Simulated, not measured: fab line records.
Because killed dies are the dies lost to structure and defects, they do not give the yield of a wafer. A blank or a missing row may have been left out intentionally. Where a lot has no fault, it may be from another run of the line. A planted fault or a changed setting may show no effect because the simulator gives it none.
fab line records	flow rit_cmos
record lots=5	wafers=15	last_day=7
route steps=202 shown CONTACT@172 M1@184
lots that met no fault: from a run of the same line without faults
start_h: hours from the record's opening day to when the first of the lot's shown wafers began	wait_h: hours since the lot's step before	" unchanged from the row above	L1.1+2: several wafers, shown together as one row	- value missing, or start not given	* or withheld: withheld	< > ~ a bound
route shown NAME@n: NAME is a module with steps in the file, n the number in the route of the first one	usual: mean and standard deviation over wafers with no fault	same: alike in all rows	chamber/n: place in a boat	sites: each site's reading	_std_site: the values' standard deviation	_edge_site: outer sites' mean less inner sites'	radius_mm: for every site, how far away it sits from the centre of the wafer	mask NAME#n: copy n	behind: the most recent tool/chamber to have shaped the wafer	hold: the reason the lot was held/the length of the hold in hours/how it ended	device: which transistor (n, p or np) failed to switch	end of line: tests of these same wafers at the route's end	a step without rows: its recipe alone	killed: dies lost to structure and defects at the first sort, not the wafer's yield	map: a wafer's dies, marking killed ones x, the rest . and places with no die _
set.NAME: the run value of the setting; set.NAME@STEP: its run value at that earlier step	model.NAME: the simulator's own value behind a step, which no gauge read
certain route steps with their lots: each step a table, each wafer a row
services: a tool's chamber out of use, with start hour (start_h, from the record's first day; less than 0 if before it), hours out, and reason
## steps
# step RIT_CONTACT_SOFTBAKE_04
# recipe resist=NOVOLAK	temp_c=90	time_s=60
# step RIT_CONTACT_EXPOSE_05
# recipe mask_id=M11	na=0.6	source_shape=conventional	sigma_outer=0.5	target_cd_nm=1000	dose_mj=250
# step RIT_CONTACT_PEB_06
# recipe resist=NOVOLAK	temp_c=withheld	time_s=withheld
# step RIT_CONTACT_DEVELOP_07
# recipe resist=NOVOLAK	develop_time_s=120	dev_temp_c=23
# step RIT_CONTACT_CD_MEAS_08
# recipe target_cd_nm=1000
# usual cd_nm=1000.1/1.9
lot.wafer	tool	chamber	start_h	wait_h	cd_nm
L278.3	cd_sem-02	-	63.79	-	998.3
L278.4	"	-	"	"	1000.7
L278.5	"	-	"	"	1000.2
L279.1	cd_sem-02	-	67.99	-	999.0
L279.3	"	-	"	"	1002.0
L279.5	"	-	"	"	1000.4
L288.1	cd_sem-02	-	114.16	-	1001.0
L288.4	"	-	"	"	1000.4
L288.5	"	-	"	"	1000.0
L294.1	cd_sem-01	-	141.69	-	1000.7
L294.2	"	-	"	"	1000.6
L294.3	"	-	"	"	1001.0
L297.2	cd_sem-01	-	158.32	-	998.1
L297.4	"	-	"	"	998.8
L297.5	"	-	"	"	998.6
# step RIT_CONTACT_OVL_MEAS_09
# usual CONTACT_OVL=0.7/1.2
lot.wafer	tool	chamber	start_h	wait_h	CONTACT_OVL[nm]
L278.3	overlay-02	-	63.88	0.1	2.8
L278.4	"	-	"	"	2.8
L278.5	"	-	"	"	2.4
L279.1	overlay-02	-	68.11	0.1	0.2
L279.3	"	-	"	"	0.3
L279.5	"	-	"	"	-0.4
L288.1	overlay-02	-	114.28	0.1	0.2
L288.4	"	-	"	"	2.1
L288.5	"	-	"	"	1.1
L294.1	overlay-02	-	141.81	0.1	-2.4
L294.2	"	-	"	"	-0.6
L294.3	"	-	"	"	-1.2
L297.2	overlay-01	-	158.43	0.1	2.2
L297.4	"	-	"	"	2.4
L297.5	"	-	"	"	2.8
# step RIT_CONTACT_HARDBAKE_10
# recipe resist=NOVOLAK	temp_c=140	time_s=60
# step RIT_CONTACT_ETCH_11
# recipe target_depth_a=4800	over_etch_frac=0.2	stop_on=TiSi2	chemistry=CHF3/CF4/Ar	target=SiO2	CHF3_flow_sccm=50	cf4_flow_sccm=10	Ar_flow_sccm=100	O2_flow_sccm=5	pressure_mtorr=100	rf_w=200	time_s=320
# usual O2_flow_sccm=5.002/0.014	drypump_motor_current_A=5.8/0.36	oes_product_au=0.995/0.016	throttle_valve_pct=8.90/0.1
lot.wafer	tool	chamber	start_h	wait_h	O2_flow_sccm	drypump_motor_current_A	oes_product_au	rf_hours_counter_h	throttle_valve_pct
L278.3	rie_diel-01	0	64.06	0.1	5.008	5.7	1.006	92	8.89
L278.4	"	1	"	"	4.993	6.0	1.009	8	8.80
L278.5	"	1	"	"	5.003	6.0	1.016	-	8.80
L279.1	rie_diel-02	2	68.30	0.1	5.016	5.5	0.969	119	8.93
L279.3	"	0	"	"	5.006	6.3	0.972	1	8.93
L279.5	"	1	"	"	5.025	5.8	0.984	-	9.02
L288.1	rie_diel-02	0	114.47	0.1	4.986	6.3	0.962	1	8.95
L288.4	"	1	"	"	4.997	5.8	0.986	88	9.07
L288.5	"	2	"	"	4.986	5.5	0.973	-	8.93
L294.1	rie_diel-02	2	141.99	0.1	5.015	5.5	0.979	120	8.93
L294.2	"	1	"	"	4.986	5.8	0.985	89	9.04
L294.3	"	3	"	"	5.001	5.5	1.019	4	8.86
L297.2	rie_diel-03	2	158.61	0.1	4.994	5.9	0.987	8	8.81
L297.4	"	1	"	"	5.021	5.4	0.985	0	8.66
L297.5	"	0	"	"	5.011	5.8	0.985	-	8.84
# step RIT_CONTACT_STRIP_12
# recipe chemistry=O2	time_s=180	resist=NOVOLAK	platen_temp_c=withheld	power_w=500	pressure_mtorr=4000	o2_flow_sccm=4000
# usual drypump_motor_current_A=5.7/0.31
lot.wafer	tool	chamber	start_h	wait_h	drypump_motor_current_A	rf_hours_counter_h
L278.3	plasma_asher-04	1	64.31	0.2	6.5	-
L278.4	"	0	"	"	5.5	-
L278.5	"	0	"	"	5.4	-
L279.1	plasma_asher-04	1	68.50	0.1	6.5	43
L279.3	"	1	"	"	6.5	-
L279.5	"	0	"	"	5.5	-
L288.1	plasma_asher-02	0	114.67	0.1	5.6	50
L288.4	"	0	"	"	5.6	-
L288.5	"	0	"	"	5.6	-
L294.1	plasma_asher-04	1	142.19	0.1	6.5	2
L294.2	"	0	"	"	5.5	2
L294.3	"	0	"	"	5.5	-
L297.2	plasma_asher-04	1	158.80	0.1	6.5	4
L297.4	"	1	"	"	6.4	-
L297.5	"	1	"	"	6.5	-
# step RIT_CONTACT_CD_MEAS_90
# recipe target_cd_nm=1000
# usual cd_nm=1000.2/2
lot.wafer	tool	chamber	start_h	wait_h	cd_nm
L278.3	cd_sem-01	-	64.47	0.1	998.2
L278.4	"	-	"	"	1001.1
L278.5	"	-	"	"	1000.7
L279.1	cd_sem-01	-	68.67	0.1	998.9
L279.3	"	-	"	"	1001.2
L279.5	"	-	"	"	1000.0
L288.1	cd_sem-02	-	114.84	0.1	1000.2
L288.4	"	-	"	"	1000.9
L288.5	"	-	"	"	999.9
L294.1	cd_sem-01	-	142.36	0.1	1000.3
L294.2	"	-	"	"	1001.1
L294.3	"	-	"	"	1000.7
L297.2	cd_sem-01	-	159.00	0.1	998.7
L297.4	"	-	"	"	999.5
L297.5	"	-	"	"	998.3
# step RIT_CONTACT_CLEAN_13
# recipe chemistry=SC1	mix=3:3:50	time_s=600	temp_c=75
# step RIT_CONTACT_CLEAN_14
# recipe chemistry=SC2	mix=3:3:50	time_s=600	temp_c=75	dry=n2_spin
# step RIT_M1_SPUTTER_00
# recipe material=Al	target_thk_nm=400	power_w=2000	chamber_pressure_pa=0.4	gas=Ar	time_s=500	substrate_temp_c=25
# usual cathode_dc_power_W=2000.0/0.37	chamber_pressure_pa=0.3999/0.00077	throttle_valve_pct=30.2/1
lot.wafer	tool	chamber	start_h	wait_h	cathode_dc_power_W	chamber_pressure_pa	throttle_valve_pct	model.Al_of_M1_SPUTTER_00.thk_nm
L278.3	pvd_sputter-02	-	64.90	0.0	1999.7	0.3989	31.6	395.6
L278.4	"	-	"	"	2000.1	0.3996	30.5	395
L278.5	"	-	"	"	2000.0	0.3997	30.6	396.3
L279.1	pvd_sputter-01	-	69.14	0.0	2000.1	0.4000	30.8	396.4
L279.3	"	-	"	"	1999.3	0.4008	28.4	395.8
L279.5	"	-	"	"	2000.1	0.3997	30.7	397
L288.1	pvd_sputter-02	-	115.31	0.0	2000.1	0.3985	29.3	396
L288.4	"	-	"	"	1998.9	0.4000	31.8	368.4
L288.5	"	-	"	"	1999.7	0.3989	30.2	394.8
L294.1	pvd_sputter-01	-	142.83	0.0	2000.1	0.4003	31.3	396.8
L294.2	"	-	"	"	1999.5	0.4004	27.9	400.4
L294.3	"	-	"	"	2000.3	0.4009	29.1	400.6
L297.2	pvd_sputter-01	-	159.46	0.0	2000.0	0.3995	30.5	397.5
L297.4	"	-	"	"	2000.6	0.4007	29.2	398.8
L297.5	"	-	"	"	1999.7	0.3991	29.4	397.2
# step RIT_M1_RS_MEAS_01
# recipe thk_meas_gauge=four-point-probe	reads=Al_of_M1_SPUTTER_00
# usual M1_AL_RS=0.0737/0.00072
lot.wafer	tool	chamber	start_h	wait_h	M1_AL_RS[ohm/sq]
L278.3	film_metro-01	-	65.23	0.2	0.0745
L278.4	"	-	"	"	0.0746
L278.5	"	-	"	"	0.0743
L279.1	film_metro-04	-	69.43	0.1	0.0741
L279.3	"	-	"	"	0.0743
L279.5	"	-	"	"	0.0740
L288.1	film_metro-02	-	115.60	0.1	0.0740
L288.4	"	-	"	"	0.0798
L288.5	"	-	"	"	0.0744
L294.1	film_metro-02	-	143.13	0.1	0.0740
L294.2	"	-	"	"	0.0733
L294.3	"	-	"	"	0.0733
L297.2	film_metro-02	-	159.78	0.2	0.0736
L297.4	"	-	"	"	0.0734
L297.5	"	-	"	"	0.0738
# step RIT_M1_THK_MEAS_02
# recipe thk_meas_gauge=xrf	reads=Al_of_M1_SPUTTER_00
# usual M1_AL_THK=396/4.8
lot.wafer	tool	chamber	start_h	wait_h	M1_AL_THK[nm]
L278.3	film_metro-01	-	65.33	0.1	396
L278.4	"	-	"	"	394
L278.5	"	-	"	"	398
L279.1	film_metro-04	-	69.55	0.1	397
L279.3	"	-	"	"	395
L279.5	"	-	"	"	397
L288.1	film_metro-02	-	115.72	0.1	391
L288.4	"	-	"	"	365
L288.5	"	-	"	"	390
L294.1	film_metro-02	-	143.25	0.1	395
L294.2	"	-	"	"	397
L294.3	"	-	"	"	396
L297.2	film_metro-02	-	159.89	0.1	390
L297.4	"	-	"	"	394
L297.5	"	-	"	"	393
# step RIT_M1_HMDS_03
# recipe prime_time_s=60	prime_temp_c=140
# step RIT_M1_PROBE_99
# usual defect_limited_yield=97.4/1	killed_at_M0_to_M3=0.0/0.12	killed_at_contacts=0.1/0.25	killed_at_front_end=6.8/2.7	killed_dies=6.8/2.7	killed_open=3.4/1.8	killed_short=3.5/1.7	sort_bin_3_pad_short=0.1/0.23	sort_bin_5_function=1.5/0.67	sort_bin_6_memory=1.0/0.67	sort_n_pass=257.2/2.7	sort_yield_pct=97.4/1
# same gross_dies=264	killed_at_M4_up=0	killed_at_back_side=0	killed_at_other=0
lot.wafer	tool	chamber	start_h	wait_h	defect_limited_yield[%]	killed_at_M0_to_M3	killed_at_contacts	killed_at_front_end	killed_dies	killed_open	killed_short	sort_bin_3_pad_short[%]	sort_bin_5_function[%]	sort_bin_6_memory[%]	sort_n_pass	sort_yield_pct[%]
L278.3	prober-02	-	69.13	0.2	96.6	0	0	9	9	5	4	0	2.7	0.8	255.0	96.6
L278.4	prober-02	-	69.18	0.2	97.3	0	0	7	7	4	3	0	2.3	0.4	257.0	97.3
L278.5	prober-02	-	69.23	0.2	97.0	0	0	8	8	3	5	0	1.9	1.1	256.0	97.0
L279.1	prober-01	-	73.15	0.1	97.0	0	0	8	8	4	4	0	1.9	1.1	256.0	97.0
L279.3	prober-01	-	73.25	0.2	98.5	0	0	4	4	2	2	0	1.1	0.4	260.0	98.5
L279.5	prober-01	-	73.35	0.2	97.7	0	0	6	6	3	3	0	1.5	0.8	258.0	97.7
L288.1	prober-01	-	127.90	0.7	97.0	0	1	7	8	4	4	0	1.9	1.1	256.0	97.0
L288.4	prober-01	-	128.05	0.8	98.5	0	0	4	4	0	4	0.4	0.8	0.4	260.0	98.5
L288.5	prober-01	-	128.10	0.8	97.0	0	1	7	8	2	6	0.4	1.9	0.8	256.0	97.0
L294.1	prober-01	-	146.85	0.1	98.1	0	0	5	5	3	2	0.4	0.4	1.1	259.0	98.1
L294.2	prober-01	-	146.90	0.1	96.6	0	0	9	9	3	6	0	2.7	0.8	255.0	96.6
L294.3	prober-01	-	146.95	0.2	97.3	1	0	6	7	4	3	0	1.5	1.1	257.0	97.3
L297.2	prober-01	-	163.53	0.1	95.8	0	1	10	11	5	6	0.4	2.3	1.5	253.0	95.8
L297.4	prober-01	-	163.63	0.2	98.5	0	0	4	4	2	2	0.4	1.1	0	260.0	98.5
L297.5	prober-01	-	163.68	0.2	98.9	0	0	3	3	1	2	0.4	0.4	0.4	261.0	98.9
# killed by level:class
L278.3 GATE:geometric_particle:short=2 SPACER:geometric_particle:open=2 SILICIDE:geometric_particle:short=2 FOX2:geometric_particle:open=1 GATE:geometric_particle:open=1 REOX:geometric_particle:open=1
L278.4 SILICIDE:geometric_particle:short=2 FOX1:geometric_particle:short=1 FOX1:geometric_particle:open=1 GATE:geometric_particle:open=1 REOX:geometric_particle:open=1 SPACER:geometric_particle:open=1
L278.5 FOX1:geometric_particle:short=3 GATE:geometric_particle:short=2 FOX1:geometric_particle:open=1 GATE:geometric_particle:open=1 SPACER:geometric_particle:open=1
L279.1 FOX1:geometric_particle:short=2 GATE:geometric_particle:open=2 SPACER:geometric_particle:short=2 FOX2:geometric_particle:open=1 REOX:geometric_particle:open=1
L279.3 FOX1:geometric_particle:open=1 FOX1:geometric_particle:short=1 REOX:geometric_particle:open=1 SPACER:geometric_particle:short=1
L279.5 GATE:geometric_particle:open=2 FOX1:geometric_particle:short=1 GATE:geometric_particle:short=1 SPACER:geometric_particle:open=1 SILICIDE:geometric_particle:short=1
L288.1 REOX:geometric_particle:open=3 GATE:geometric_particle:short=1 GATE:geometric_particle:open=1 REOX:geometric_particle:short=1 SILICIDE:geometric_particle:short=1 CONTACT:geometric_particle:short=1
L288.4 GATE:geometric_particle:short=3 REOX:geometric_particle:short=1
L288.5 SPACER:geometric_particle:short=2 SILICIDE:geometric_particle:short=2 FOX1:geometric_particle:short=1 GATE:geometric_particle:open=1 REOX:geometric_particle:short=1 CONTACT:geometric_particle:open=1
L294.1 GATE:geometric_particle:open=2 FOX1:geometric_particle:short=1 FOX1:geometric_particle:open=1 REOX:geometric_particle:short=1
L294.2 GATE:geometric_particle:short=2 REOX:geometric_particle:short=2 FOX1:geometric_particle:short=1 GATE:geometric_particle:open=1 REOX:geometric_particle:open=1 SPACER:geometric_particle:open=1 SPACER:geometric_particle:short=1
L294.3 FOX1:geometric_particle:open=2 GATE:geometric_particle:open=1 SILICIDE:geometric_particle:short=1 REOX:geometric_particle:short=1 SPACER:geometric_particle:open=1 M1:geometric_particle:short=1
L297.2 GATE:geometric_particle:short=3 GATE:geometric_particle:open=2 FOX1:geometric_particle:short=1 FOX1:geometric_particle:open=1 FOX2:geometric_particle:short=1 REOX:geometric_particle:short=1 SILICIDE:geometric_particle:open=1 CONTACT:geometric_particle:open=1
L297.4 GATE:geometric_particle:short=1 REOX:geometric_particle:open=1 REOX:geometric_particle:short=1 SILICIDE:geometric_particle:open=1
L297.5 FOX1:geometric_particle:short=1 GATE:geometric_particle:short=1 SILICIDE:geometric_particle:open=1
## services
tool	chamber	start_h	hours	kind
rie_diel-03	0	46.53	12.1	repair
plasma_asher-04	-	78.79	21.3	repair
rie_diel-02	0	90.66	1.9	repair
rie_diel-01	3	95.37	2.0	repair
rie_diel-03	1	105.81	-	clean
rie_diel-03	1	105.81	32.3	scheduled_down
rie_diel-03	1	105.81	32.3	vent_cycle
rie_diel-01	1	107.04	16.2	repair
plasma_asher-04	-	108.75	9.0	pm
plasma_asher-04	0	108.75	9.0	vent_cycle
plasma_asher-04	1	108.75	9.0	vent_cycle
plasma_asher-04	0	117.75	-	clean
plasma_asher-04	1	117.75	-	clean
plasma_asher-02	-	126.35	4.3	pm
pvd_sputter-02	-	129.59	12.5	repair
rie_diel-02	-	132.06	2.8	pm
rie_diel-02	0	135.72	15.4	repair
pvd_sputter-02	-	142.72	5.9	repair
## key
first_sign step=RIT_M1_RS_MEAS_01	reading=M1_AL_RS	direction=up	sigmas=8.5	usual=0.0737	struck=0.0798
effect step=RIT_M1_THK_MEAS_02	reading=M1_AL_THK	direction=down	sigmas=6.4	usual=396	struck=365
model_effect step=RIT_M1_SPUTTER_00	value=Al_of_M1_SPUTTER_00.thk_nm	without=396	struck=368.4
met_at RIT_M1_SPUTTER_00
struck_wafers L288.4
onset_between 64.90 115.31
fault kind=process_parameter_drift	tool=pvd_sputter-02	chamber=-	onset_h=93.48	steps=RIT_M1_SPUTTER_00	channel=target_thk_nm	offset=-27.647	shape=step	end_h=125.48	acts_in=these_recipes_only	stated=400	scope=struck_wafers_only
